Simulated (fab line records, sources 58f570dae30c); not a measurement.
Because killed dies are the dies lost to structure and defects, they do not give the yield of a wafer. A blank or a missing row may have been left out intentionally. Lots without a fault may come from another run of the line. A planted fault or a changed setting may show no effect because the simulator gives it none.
Matching of chambers | flow berkeley cmos170 | 3 sister chambers for UCB170_V2_CVD_00 on pecvd-04
The step deposits SiO2 from TEOS/O2, target thk 2000 nm, time 250 s. 6 wafers are shown with their chamber, then 7 later ones without.

## WAFERS PAIRED WITH THEIR CHAMBERS
wafer  | chamber | heater power w (W) | pressure mtorr (mTorr)
L462.5 | 0       | 170                | 8992
L464.2 | 2       | 222                | 9007
L464.3 | 1       | 247                | 8964
L464.6 | 2       | 285                | 8985
L467.1 | 0       | 251                | 9014
L467.2 | 1       | 270                | 8995

## WAFERS WHOSE CHAMBER IS MISSING
wafer  | heater power w (W) | pressure mtorr (mTorr)
L467.4 | 264                | 8980
L471.1 | 268                | 9030
L471.2 | 239                | 9006
L471.6 | 171                | 9006
L478.2 | 174                | 9020
L478.5 | 153                | 9021
L478.6 | 182                | 9005

## THE CHAMBER EACH PASSED THROUGH
wafer  | from the rows above          | in truth
L467.4 | can't be placed: 1 or 2 or 0 | 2
L471.1 | can't be placed: 2 or 0 or 1 | 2
L471.2 | can't be placed: 2 or 0 or 1 | 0
L471.6 | can't be placed: 0 or 2 or 1 | 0
L478.2 | can't be placed: 0 or 2 or 1 | 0
L478.5 | can't be placed: 0 or 2 or 1 | 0
L478.6 | can't be placed: 0 or 2 or 1 | 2
Placed correctly: 0 of 7. Unplaceable from these rows: 7, with the true chamber sitting among the candidates in 7. Number placed wrongly: 0.
How it was worked out, from the rows above alone: a wafer's distance from a chamber is the root of the sum, over the readings, of the square of ((its reading less the chamber's mean) divided by the reading's scatter). The wafer belongs to the nearest chamber; if the next one is less than 2 further off, it can't be placed. For every chamber, the mean is computed from those of its wafers that are shown. The scatter: the root of (the sum of the squares of (reading less its chamber's mean) over the shown wafers, divided by (wafers less chambers)).
